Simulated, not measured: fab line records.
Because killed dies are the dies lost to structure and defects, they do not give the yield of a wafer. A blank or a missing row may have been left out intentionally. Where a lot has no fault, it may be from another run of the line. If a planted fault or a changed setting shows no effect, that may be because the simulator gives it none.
Which of the tools did it? / flow rit cmos / 7 lots with 21 wafers sampled at 2 steps, on a route of 202 steps

== WHAT THE GAUGES SHOWED, per wafer ==
RIT_NWELL_TW_MEAS_10.
lot=L489; measured=day 2 03:19; on=film metro-03; NWELL_TW=2134 2145 2142
lot=L494; measured=day 3 04:20; on=film metro-02; NWELL_TW=2160 2158 2159
lot=L496; measured=day 3 13:32; on=film metro-04; NWELL_TW=2171 2182 2177
lot=L498; measured=day 4 04:37; on=film metro-03; NWELL_TW=2165 2151 2158
lot=L500; measured=day 4 08:58; on=film metro-03; NWELL_TW=2165 2149 2144
lot=L508; measured=day 6 01:10; on=film metro-03; NWELL_TW=2677 2675 2681
lot=L511; measured=day 6 18:05; on=film metro-04; NWELL_TW=2164 2176 2171

== WHAT TOOL EACH LOT RAN ON (gives the tool, then ch and the chambers of the sampled wafers, and finally the start) ==
lot=L489; RIT_NWELL_IMPLANT_08=implanter-02 ch 0, day 2 03:00
lot=L494; RIT_NWELL_IMPLANT_08=implanter-02 ch 0, day 3 04:01
lot=L496; RIT_NWELL_IMPLANT_08=implanter-02 ch 0, day 3 13:14
lot=L498; RIT_NWELL_IMPLANT_08=implanter-04 ch 0, day 4 04:19
lot=L500; RIT_NWELL_IMPLANT_08=implanter-02 ch 0, day 4 08:38
lot=L508; RIT_NWELL_IMPLANT_08=implanter-03 ch 0, day 6 00:32
lot=L511; RIT_NWELL_IMPLANT_08=implanter-02 ch 0, day 6 17:47
- RIT_NWELL_IMPLANT_08

== THE ANSWER, worked out from the rows above alone ==
Rule: the usual values come from the lots themselves. Put in order of their means at a reading, lots are off if they are a third of the lots or fewer, leave a main group of 4 or more, and stand apart from it by a gap of 3 or more times the standard deviation of the main group's means; of several such gaps the widest counts. A main group whose means are all the same, to the digits that the tables above print for the reading, isn't used. A lot without any number at a reading at which 4 lots or more have one is off too. All remaining lots with rows at the step are treated as sound.
Off: L508, at RIT_NWELL_TW_MEAS_10 (NWELL_TW). The main group has a mean of 2160 with a standard deviation of 12.
If a tool, at a process step before that reading, ran all the lots that are off and no sound lot after the first of them, it fits. Gauges at RIT_NWELL_TW_MEAS_10: tried the same way as those tools. This does not decide it: 2 tools fit, namely implanter-03 at RIT_NWELL_IMPLANT_08 and film metro-03 at RIT_NWELL_TW_MEAS_10.

== WHAT THE SIMULATOR PUT IN ==
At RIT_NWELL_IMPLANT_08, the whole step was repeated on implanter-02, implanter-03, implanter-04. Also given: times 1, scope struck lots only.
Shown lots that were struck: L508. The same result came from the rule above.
